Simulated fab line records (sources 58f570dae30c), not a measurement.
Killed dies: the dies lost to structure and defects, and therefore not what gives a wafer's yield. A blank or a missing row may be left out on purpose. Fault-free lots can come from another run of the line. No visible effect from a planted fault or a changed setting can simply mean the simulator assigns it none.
The tool behind it: which one? | flow berkeley-cmos170 | 14 lots with 42 wafers sampled at 4 steps, on a route of 331 steps

WHAT THE GAUGES READ, wafer by wafer
UCB170_SDANNEAL_RS_MEAS_02: a four-point-probe measurement.
lot  | measured     | on            | PSD_RS (ohm/sq)
L184 | day 7 08:28  | film-metro-04 | 75.61 75.49 75.05
L186 | day 7 10:34  | film-metro-01 | 75.26 75.30 75.05
L187 | day 7 16:45  | film-metro-02 | 75.66 75.44 75.42
L189 | day 8 07:33  | film-metro-02 | 75.69 75.71 76.02
L190 | day 8 08:02  | film-metro-04 | 75.68 75.74 75.60
L191 | day 8 08:01  | film-metro-01 | 75.07 75.15 75.51
L188 | day 8 08:22  | film-metro-02 | 75.85 75.90 75.65
L192 | day 8 17:14  | film-metro-02 | 75.20 75.24 75.40
L197 | day 9 04:16  | film-metro-01 | 75.49 75.39 75.11
L194 | day 9 04:44  | film-metro-04 | 75.45 75.69 75.32
L193 | day 9 05:40  | film-metro-02 | 75.41 75.66 75.70
L195 | day 9 08:10  | film-metro-02 | - - -
L199 | day 9 22:47  | film-metro-02 | - - -
L205 | day 10 19:58 | film-metro-02 | 75.44 75.42 75.59

UCB170_V2_BOW_MEAS_03.
lot  | measured     | on            | V2_BOW (um)
L184 | day 8 01:09  | film-metro-01 | 24 31 34
L186 | day 8 07:20  | film-metro-04 | 30 31 35
L187 | day 8 12:20  | film-metro-01 | 58 45 43
L189 | day 9 05:04  | film-metro-01 | 34 42 50
L190 | day 9 05:56  | film-metro-01 | 47 30 36
L191 | day 9 06:28  | film-metro-03 | 42 39 41
L188 | day 9 05:21  | film-metro-03 | 31 22 32
L192 | day 9 13:19  | film-metro-03 | 35 27 29
L197 | day 10 01:00 | film-metro-04 | 51 43 46
L194 | day 10 01:08 | film-metro-03 | 32 32 41
L193 | day 10 01:49 | film-metro-04 | 45 36 36
L195 | day 10 03:56 | film-metro-01 | 23 32 45
L199 | day 10 15:13 | film-metro-03 | 45 25 36
L205 | day 11 16:07 | film-metro-03 | 39 44 43

UCB170_M3_OVL_MEAS_16.
lot  | measured     | on         | M3_OVL (nm)
L184 | day 8 06:07  | overlay-02 | -1 4 3
L186 | day 8 14:18  | overlay-01 | -14 -21 -8
L187 | day 8 18:53  | overlay-01 | 2 -5 -1
L189 | day 9 09:31  | overlay-01 | 0 2 -3
L190 | day 9 10:23  | overlay-02 | 4 -6 -1
L191 | day 9 10:46  | overlay-01 | 1 8 -5
L188 | day 9 09:47  | overlay-02 | -9 1 3
L192 | day 9 23:41  | overlay-02 | -4 10 -2
L197 | day 10 06:20 | overlay-02 | -9 -7 -7
L194 | day 10 06:37 | overlay-01 | -2 5 2
L193 | day 10 07:37 | overlay-02 | 4 -7 5
L195 | day 10 09:02 | overlay-01 | 10 13 13
L199 | day 10 20:53 | overlay-02 | 0 -2 4
L205 | day 11 22:24 | overlay-02 | -18 -6 -13

WHICH TOOL RAN EACH LOT (tool, then ch and the chambers of the sampled wafers, then the start)
lot  | UCB170_PSD_IMPLANT_08
L184 | implanter-02 ch 0, day 7 05:28
L186 | implanter-04 ch 0, day 7 05:35
L187 | implanter-02 ch 0, day 7 13:49
L189 | implanter-04 ch 0, day 8 04:06
L190 | implanter-02 ch 0, day 8 04:13
L191 | implanter-03 ch 0, day 8 04:28
L188 | implanter-04 ch 0, day 8 04:50
L192 | implanter-03 ch 0, day 8 12:20
L197 | implanter-03 ch 0, day 9 00:08
L194 | implanter-02 ch 0, day 9 00:21
L193 | implanter-03 ch 0, day 9 01:07
L195 | implanter-03 ch 0, day 9 05:04
L199 | implanter-03 ch 0, day 9 17:26
L205 | implanter-04 ch 0, day 10 15:55
- UCB170_PSD_IMPLANT_08

WHAT THE TOOLS THEMSELVES READ (means of the sampled wafers that have a number; where no wafer has one, the mark that the record gives instead)
UCB170_PSD_IMPLANT_08.
lot  | tool         | tilt-deg (degrees)
L184 | implanter-02 | 7.000
L186 | implanter-04 | 6.997
L187 | implanter-02 | 7.001
L189 | implanter-04 | 7.021
L190 | implanter-02 | 6.990
L191 | implanter-03 | 6.995
L188 | implanter-04 | 6.997
L192 | implanter-03 | 6.997
L197 | implanter-03 | 7.000
L194 | implanter-02 | 7.003
L193 | implanter-03 | 6.990
L195 | implanter-03 | 8.116
L199 | implanter-03 | 8.097
L205 | implanter-04 | 6.993

THE ANSWER, worked out from the rows above alone
Rule: the lots themselves supply what counts as usual. The widest of any qualifying gaps counts: lots, ordered by their means at a reading, are off when they make up no more than a third of the lots, leave a main group of 4 or more, and stand apart from it by 3 or more times the standard deviation of that group's means. A main group whose means are all the same, to the digits that the tables above print for the reading, isn't used. A lot without any number at a reading at which 4 lots or more have one is off too. The other lots that the step has rows for count as sound. After the gauges, taken in route order, come the tools' own readings; for these a lot's mean is taken, as printed above. At the first step where some lot is off, the reading lying furthest off is the one used; lots without a number count as furthest.
Off: L195, L199, seen at UCB170_SDANNEAL_RS_MEAS_02 (PSD_RS). Without a number there: L195, L199. The main group: mean 75.48 ohm/sq, standard deviation 0.2.
If a tool, at a process step before that reading, ran all the lots that are off and no sound lot after the first of them, it fits. Not tried: the gauges at UCB170_SDANNEAL_RS_MEAS_02; whatever is off there is also off at UCB170_PSD_IMPLANT_08, on other tools, and gauge error can't account for it. One fits: UCB170_PSD_IMPLANT_08 on implanter-03. A fault onset in the window from L193 (day 9 01:07, its last sound lot) to L195 (day 9 05:04, its first lot off) fits.
The tool's own readings at UCB170_PSD_IMPLANT_08 bear it out: on the lots that are off they differ by more than 5 times the standard deviation of the sound lots' means. tilt-deg reads 8.107 degrees there against 6.999 degrees on the sound lots.

WHAT HAD BEEN PUT IN BY THE SIMULATOR
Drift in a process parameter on implanter-03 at UCB170_PSD_IMPLANT_08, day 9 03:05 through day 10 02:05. Setting tilt-deg shifted by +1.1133 from 7. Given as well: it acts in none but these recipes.
Lots struck among those shown: L195, L199. The rule given above showed the same thing.
